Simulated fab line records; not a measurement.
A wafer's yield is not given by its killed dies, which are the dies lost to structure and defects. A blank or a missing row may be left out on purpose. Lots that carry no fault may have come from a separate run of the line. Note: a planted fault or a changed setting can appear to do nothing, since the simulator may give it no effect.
Struck lot and sound lot, side by side + flow ritCmos + 15 steps out of a route of 202
Sound: wafers L354.1, L354.2, L354.4. Struck: wafers L359.1, L359.3, L359.5. At the end, the cause is stated.
Order at every step that has rows: each side's tool, ch and its chambers, its first start. Under that, the readings that differ: sound wafers + struck wafers + difference of the means + sigmas: that difference in standard deviations of wafers without a fault.
alike: same words and numbers on both sides, and readings whose means sit less than 2 such deviations apart. not compared: any withheld reading, any reading some wafer has no value for, any bound like >300 that may hide the same value, and any number with overlapping values for which the record gives no deviation.
Wherever a step has rows on one side only, a row that says differs or no value, or a row with sigmas, the two part there. Numbers that have no deviation but don't overlap get no sigmas and don't part them. A reading that every wafer of one side lacks parts them only if that side has two wafers or more.

first, 1 step without rows for these wafers: RIT_GATE_HARDBAKE_18 (time 60 s).
RIT_GATE_ETCH_19: etches poly-Si in SF6/CHF3/O2, stops on SiO2, time 165 s, target depth 312.5 nm.
  sound on rieSi-02 ch 0,2,3, day 3 08:44; struck on rieSi-01 ch 0,2,3, day 4 04:49
  alike: drypumpMotorCurrentA, oesProductAu, throttleValvePct
  not compared: rfHoursCounterH
RIT_GATE_STRIP_20: strips in O2, time 180 s.
  sound on plasmaAsher-02 ch 0,1, day 3 08:50; struck on plasmaAsher-02 ch 0,1, day 4 04:55
  alike: drypumpMotorCurrentA
  not compared: rfHoursCounterH
RIT_GATE_CD_MEAS_90: target cd 150 nm.
  sound on cdSem-01, day 3 09:01; struck on cdSem-01, day 4 05:05
  alike: cdNm
then, 4 steps without rows for these wafers: RIT_REOX_CLEAN_00 (cleans in SC1, time 600 s); RIT_REOX_CLEAN_01 (cleans in dHF, time 30 s); RIT_REOX_CLEAN_02 (cleans in SC2, time 600 s); RIT_REOX_OXIDATION_03 (target thk 25.2 nm, ox time 5580 s).
RIT_REOX_THK_MEAS_04:
  sound on filmMetro-01, day 3 12:35; struck on filmMetro-03, day 4 09:01
  alike: REOX_OXIDE_THK
then, 3 steps without rows for these wafers: RIT_NLDD_HMDS_00 (prime time 60 s); RIT_NLDD_COAT_01 (resist thk 1000 nm); RIT_NLDD_SOFTBAKE_02 (time 60 s).
RIT_NLDD_EXPOSE_03: exposes mask M7, target cd 40700 nm.
  sound on ilineStepper-02 ch 0, day 3 13:20; struck on ilineStepper-02 ch 0, day 4 09:43
| reading | sound          | struck                  | difference | sigmas |
|---------|----------------|-------------------------|------------|--------|
| mask    | M7#0 M7#0 M7#0 | M7_R1#0 M7_R1#0 M7_R1#0 | differs    |        |
after that, 1 step had no rows for these wafers: RIT_NLDD_PEB_04.
RIT_M1_PROBE_99:
  sound on prober-01, day 4 07:28; struck on prober-02, day 5 02:42
| reading                       | sound          | struck         | difference | sigmas |
|-------------------------------|----------------|----------------|------------|--------|
| model.etest.nldd.widthNm (nm) | 3191 3188 3172 | 3127 3109 3090 | -75        |        |
  alike: killed_at_M0_to_M3, killedAtFrontEnd, killedDies, killedOpen, killedShort

WHERE THEY PART
Within this record, at RIT_NLDD_EXPOSE_03 only. Later steps at which nothing parts them and some readings are alike: RIT_M1_PROBE_99.

WHY: whatever the simulator had introduced
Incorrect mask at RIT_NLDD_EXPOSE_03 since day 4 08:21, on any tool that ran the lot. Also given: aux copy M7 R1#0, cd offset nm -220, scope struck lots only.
